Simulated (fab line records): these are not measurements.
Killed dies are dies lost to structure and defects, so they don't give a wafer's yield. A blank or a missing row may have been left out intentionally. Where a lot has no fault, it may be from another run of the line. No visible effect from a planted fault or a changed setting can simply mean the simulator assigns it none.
Which tool is to blame? / flow berkeley-cmos170 / 42 wafers from 14 lots sampled at 4 of the route's 331 steps

WHAT EACH GAUGE READ, for each wafer
UCB170_NWELL_THK_MEAS_05. Usual: NWELL_NITRIDE_THK typically reads 223.6 nm, with standard deviation 1.6.
lot=L299; measured=day 2 09:13; on=film-metro-03; NWELL_NITRIDE_THK (nm)=228.4 226.2 225.5; flag=
lot=L301; measured=day 2 20:00; on=film-metro-02; NWELL_NITRIDE_THK (nm)=222.8 222.7 223.7; flag=
lot=L302; measured=day 3 03:32; on=film-metro-02; NWELL_NITRIDE_THK (nm)=222.6 219.3 222.5; flag=
lot=L303; measured=day 3 10:34; on=film-metro-02; NWELL_NITRIDE_THK (nm)=224.1 223.2 223.5; flag=
lot=L304; measured=day 3 10:34; on=film-metro-03; NWELL_NITRIDE_THK (nm)=222.7 224.0 223.3; flag=
lot=L305; measured=day 3 14:35; on=film-metro-03; NWELL_NITRIDE_THK (nm)=223.5 222.4 223.4; flag=
lot=L309; measured=day 4 09:19; on=film-metro-03; NWELL_NITRIDE_THK (nm)=224.9 226.9 223.6; flag=
lot=L311; measured=day 4 19:25; on=film-metro-01; NWELL_NITRIDE_THK (nm)=224.5 224.5 224.8; flag=
lot=L312; measured=day 4 23:08; on=film-metro-03; NWELL_NITRIDE_THK (nm)=226.3 223.9 226.1; flag=
lot=L316; measured=day 5 18:41; on=film-metro-02; NWELL_NITRIDE_THK (nm)=222.9 222.1 220.5; flag=
lot=L317; measured=day 6 04:34; on=film-metro-02; NWELL_NITRIDE_THK (nm)=226.2 224.1 225.8; flag=
lot=L319; measured=day 6 17:19; on=film-metro-01; NWELL_NITRIDE_THK (nm)=221.8 223.6 223.7; flag=
lot=L320; measured=day 7 01:52; on=film-metro-01; NWELL_NITRIDE_THK (nm)=218.3 221.2 221.6; flag=
lot=L321; measured=day 7 01:52; on=film-metro-03; NWELL_NITRIDE_THK (nm)=222.2 223.6 222.3; flag=

UCB170_M1_CD_MEAS_90: the cd target is 700 nm. Usual: 700.3 nm for cd-nm, sd 2.2.
lot=L299; measured=day 7 22:24; on=cd-sem-02; cd-nm (nm)=702.5 701.6 700.2; flag=
lot=L301; measured=day 8 00:41; on=cd-sem-01; cd-nm (nm)=696.0 693.9 697.7; flag=
lot=L302; measured=day 8 22:34; on=cd-sem-02; cd-nm (nm)=699.4 697.4 695.3; flag=
lot=L303; measured=day 8 23:05; on=cd-sem-02; cd-nm (nm)=701.4 702.0 701.3; flag=
lot=L304; measured=day 9 00:17; on=cd-sem-02; cd-nm (nm)=697.0 698.9 699.6; flag=
lot=L305; measured=day 8 23:24; on=cd-sem-02; cd-nm (nm)=697.8 697.7 701.9; flag=
lot=L309; measured=day 9 22:40; on=cd-sem-02; cd-nm (nm)=688.7 688.3 689.7; flag=OFF
lot=L311; measured=day 10 14:35; on=cd-sem-02; cd-nm (nm)=688.6 686.5 688.1; flag=OFF
lot=L312; measured=day 10 15:04; on=cd-sem-02; cd-nm (nm)=700.9 701.7 700.6; flag=
lot=L316; measured=day 11 14:14; on=cd-sem-01; cd-nm (nm)=699.2 700.2 698.5; flag=
lot=L317; measured=day 12 13:20; on=cd-sem-02; cd-nm (nm)=698.5 702.4 699.1; flag=
lot=L319; measured=day 12 08:19; on=cd-sem-02; cd-nm (nm)=701.0 698.8 697.0; flag=
lot=L320; measured=day 13 15:50; on=cd-sem-01; cd-nm (nm)=702.0 701.8 700.2; flag=
lot=L321; measured=day 13 11:40; on=cd-sem-01; cd-nm (nm)=703.0 703.1 702.1; flag=

WHAT TOOL EACH LOT RAN ON (gives the tool, then ch and the chambers of the sampled wafers, and finally the start)
lot=L299; UCB170_M1_METAL_ETCH_12=rie-metal-03 ch 0,1, day 7 22:10; UCB170_M1_STRIP_13=plasma-asher-03 ch 0,1, day 7 22:18
lot=L301; UCB170_M1_METAL_ETCH_12=rie-metal-03 ch 0,1, day 8 00:26; UCB170_M1_STRIP_13=plasma-asher-04 ch 0,1, day 8 00:34
lot=L302; UCB170_M1_METAL_ETCH_12=rie-metal-02 ch 0,1, day 8 22:19; UCB170_M1_STRIP_13=plasma-asher-04 ch 0,1, day 8 22:26
lot=L303; UCB170_M1_METAL_ETCH_12=rie-metal-03 ch 0,1, day 8 22:50; UCB170_M1_STRIP_13=plasma-asher-02 ch 0,1, day 8 22:58
lot=L304; UCB170_M1_METAL_ETCH_12=rie-metal-02 ch 0,1, day 9 00:03; UCB170_M1_STRIP_13=plasma-asher-03 ch 0,1, day 9 00:11
lot=L305; UCB170_M1_METAL_ETCH_12=rie-metal-04 ch 0,1, day 8 23:10; UCB170_M1_STRIP_13=plasma-asher-04 ch 0,1, day 8 23:18
lot=L309; UCB170_M1_METAL_ETCH_12=rie-metal-02 ch 0,1, day 9 22:26; UCB170_M1_STRIP_13=plasma-asher-04 ch 0,1, day 9 22:33
lot=L311; UCB170_M1_METAL_ETCH_12=rie-metal-02 ch 0,1, day 10 14:20; UCB170_M1_STRIP_13=plasma-asher-02 ch 0,1, day 10 14:28
lot=L312; UCB170_M1_METAL_ETCH_12=rie-metal-03 ch 0,1, day 10 14:49; UCB170_M1_STRIP_13=plasma-asher-03 ch 0,1, day 10 14:57
lot=L316; UCB170_M1_METAL_ETCH_12=rie-metal-04 ch 1, day 11 14:01; UCB170_M1_STRIP_13=plasma-asher-04 ch 0,1, day 11 14:08
lot=L317; UCB170_M1_METAL_ETCH_12=rie-metal-03 ch 0,1, day 12 13:05; UCB170_M1_STRIP_13=plasma-asher-03 ch 0,1, day 12 13:13
lot=L319; UCB170_M1_METAL_ETCH_12=rie-metal-03 ch 0,1, day 12 08:05; UCB170_M1_STRIP_13=plasma-asher-02 ch 0,1, day 12 08:13
lot=L320; UCB170_M1_METAL_ETCH_12=rie-metal-02 ch 0, day 13 15:29; UCB170_M1_STRIP_13=plasma-asher-02 ch 0,1, day 13 15:43
lot=L321; UCB170_M1_METAL_ETCH_12=rie-metal-02 ch 0, day 13 11:19; UCB170_M1_STRIP_13=plasma-asher-03 ch 1, day 13 11:33
- UCB170_M1_METAL_ETCH_12: etches Al in Cl2/BCl3, stops on PSG, target depth 780 nm, time 130 s.
- UCB170_M1_STRIP_13: strips in O2.

AS READ BY THE TOOLS THEMSELVES (means over the sampled wafers that have a number; for cases with no such wafer, the mark the record gives instead)
UCB170_M1_METAL_ETCH_12. Usual: drypump-motor-current-A 5.7 A, standard deviation 0.35; he-backside-leak-sccm 3.3 sccm, standard deviation 0.32; oes-product-au 0.851 a.u., standard deviation 0.015; rf-fwd-power-W 597.3 W, standard deviation 1.9; throttle-valve-pct 24.27 %, standard deviation 0.19.
lot=L299; tool=rie-metal-03; drypump-motor-current-A (A)=5.5; he-backside-leak-sccm (sccm)=3.2; oes-product-au (a.u.)=0.870; rf-fwd-power-W (W)=597.7; throttle-valve-pct (%)=24.05; flag=
lot=L301; tool=rie-metal-03; drypump-motor-current-A (A)=5.4; he-backside-leak-sccm (sccm)=3.3; oes-product-au (a.u.)=0.866; rf-fwd-power-W (W)=599.1; throttle-valve-pct (%)=24.16; flag=
lot=L302; tool=rie-metal-02; drypump-motor-current-A (A)=5.8; he-backside-leak-sccm (sccm)=3.3; oes-product-au (a.u.)=0.838; rf-fwd-power-W (W)=598.9; throttle-valve-pct (%)=24.37; flag=
lot=L303; tool=rie-metal-03; drypump-motor-current-A (A)=5.4; he-backside-leak-sccm (sccm)=3.3; oes-product-au (a.u.)=0.866; rf-fwd-power-W (W)=596.9; throttle-valve-pct (%)=24.17; flag=
lot=L304; tool=rie-metal-02; drypump-motor-current-A (A)=5.7; he-backside-leak-sccm (sccm)=3.3; oes-product-au (a.u.)=0.832; rf-fwd-power-W (W)=598.5; throttle-valve-pct (%)=24.45; flag=
lot=L305; tool=rie-metal-04; drypump-motor-current-A (A)=6.0; he-backside-leak-sccm (sccm)=3.3; oes-product-au (a.u.)=0.850; rf-fwd-power-W (W)=594.9; throttle-valve-pct (%)=24.43; flag=
lot=L309; tool=rie-metal-02; drypump-motor-current-A (A)=5.8; he-backside-leak-sccm (sccm)=3.2; oes-product-au (a.u.)=0.843; rf-fwd-power-W (W)=837.6; throttle-valve-pct (%)=24.37; flag=OFF
lot=L311; tool=rie-metal-02; drypump-motor-current-A (A)=5.8; he-backside-leak-sccm (sccm)=3.2; oes-product-au (a.u.)=0.844; rf-fwd-power-W (W)=836.8; throttle-valve-pct (%)=24.37; flag=OFF
lot=L312; tool=rie-metal-03; drypump-motor-current-A (A)=5.4; he-backside-leak-sccm (sccm)=3.3; oes-product-au (a.u.)=0.861; rf-fwd-power-W (W)=598.3; throttle-valve-pct (%)=24.11; flag=
lot=L316; tool=rie-metal-04; drypump-motor-current-A (A)=5.8; he-backside-leak-sccm (sccm)=3.2; oes-product-au (a.u.)=0.863; rf-fwd-power-W (W)=595.7; throttle-valve-pct (%)=24.48; flag=
lot=L317; tool=rie-metal-03; drypump-motor-current-A (A)=5.4; he-backside-leak-sccm (sccm)=3.0; oes-product-au (a.u.)=0.865; rf-fwd-power-W (W)=595.5; throttle-valve-pct (%)=24.03; flag=
lot=L319; tool=rie-metal-03; drypump-motor-current-A (A)=5.4; he-backside-leak-sccm (sccm)=3.3; oes-product-au (a.u.)=0.860; rf-fwd-power-W (W)=598.8; throttle-valve-pct (%)=24.05; flag=
lot=L320; tool=rie-metal-02; drypump-motor-current-A (A)=5.9; he-backside-leak-sccm (sccm)=3.1; oes-product-au (a.u.)=0.856; rf-fwd-power-W (W)=596.5; throttle-valve-pct (%)=24.29; flag=
lot=L321; tool=rie-metal-02; drypump-motor-current-A (A)=5.9; he-backside-leak-sccm (sccm)=3.2; oes-product-au (a.u.)=0.851; rf-fwd-power-W (W)=597.7; throttle-valve-pct (%)=24.29; flag=

UCB170_M1_STRIP_13. Usual: drypump-motor-current-A 6.04 A, standard deviation 0.24; o2-flow-sccm 400.0 sccm, standard deviation 1.2; oes-product-au 0.720 a.u., standard deviation 0.0045.
lot=L299; tool=plasma-asher-03; drypump-motor-current-A (A)=5.96; o2-flow-sccm (sccm)=400.1; oes-product-au (a.u.)=0.722; flag=
lot=L301; tool=plasma-asher-04; drypump-motor-current-A (A)=5.94; o2-flow-sccm (sccm)=399.1; oes-product-au (a.u.)=0.722; flag=
lot=L302; tool=plasma-asher-04; drypump-motor-current-A (A)=6.15; o2-flow-sccm (sccm)=400.7; oes-product-au (a.u.)=0.722; flag=
lot=L303; tool=plasma-asher-02; drypump-motor-current-A (A)=6.23; o2-flow-sccm (sccm)=399.0; oes-product-au (a.u.)=0.718; flag=
lot=L304; tool=plasma-asher-03; drypump-motor-current-A (A)=5.96; o2-flow-sccm (sccm)=400.9; oes-product-au (a.u.)=0.719; flag=
lot=L305; tool=plasma-asher-04; drypump-motor-current-A (A)=6.14; o2-flow-sccm (sccm)=399.5; oes-product-au (a.u.)=0.719; flag=
lot=L309; tool=plasma-asher-04; drypump-motor-current-A (A)=5.93; o2-flow-sccm (sccm)=400.2; oes-product-au (a.u.)=0.617; flag=OFF
lot=L311; tool=plasma-asher-02; drypump-motor-current-A (A)=6.22; o2-flow-sccm (sccm)=400.4; oes-product-au (a.u.)=0.618; flag=OFF
lot=L312; tool=plasma-asher-03; drypump-motor-current-A (A)=5.96; o2-flow-sccm (sccm)=401.1; oes-product-au (a.u.)=0.716; flag=
lot=L316; tool=plasma-asher-04; drypump-motor-current-A (A)=5.95; o2-flow-sccm (sccm)=399.9; oes-product-au (a.u.)=0.724; flag=
lot=L317; tool=plasma-asher-03; drypump-motor-current-A (A)=5.97; o2-flow-sccm (sccm)=399.4; oes-product-au (a.u.)=0.717; flag=
lot=L319; tool=plasma-asher-02; drypump-motor-current-A (A)=6.24; o2-flow-sccm (sccm)=399.3; oes-product-au (a.u.)=0.724; flag=
lot=L320; tool=plasma-asher-02; drypump-motor-current-A (A)=6.21; o2-flow-sccm (sccm)=400.1; oes-product-au (a.u.)=0.725; flag=
lot=L321; tool=plasma-asher-03; drypump-motor-current-A (A)=5.97; o2-flow-sccm (sccm)=399.3; oes-product-au (a.u.)=0.719; flag=

THE ANSWER, worked out from the rows above alone
Rule: take the mean of a lot's wafers that have a number; if it is more than 3 standard deviations from the usual mean, the lot is off. Also off: a lot with no number at a reading for which 4 or more lots have one. Where the step has rows for the other lots, those lots are counted as sound. First the gauges in route order, then the tools' own readings, where a lot's mean is used as printed above. At the first step where some lot is off, the reading lying furthest off is the one used; lots without a number count as furthest.
Off: L309, L311 (UCB170_M1_CD_MEAS_90, cd-nm).
A tool fits if, at a process step before that reading, it ran every lot that is off, and no sound lot after the first of them. Not tried: the gauges at UCB170_M1_CD_MEAS_90; whatever is off there is also off at UCB170_M1_METAL_ETCH_12, on other tools, and gauge error can't account for it. Not one of the candidates tried fits.

WHAT HAD BEEN PUT IN BY THE SIMULATOR
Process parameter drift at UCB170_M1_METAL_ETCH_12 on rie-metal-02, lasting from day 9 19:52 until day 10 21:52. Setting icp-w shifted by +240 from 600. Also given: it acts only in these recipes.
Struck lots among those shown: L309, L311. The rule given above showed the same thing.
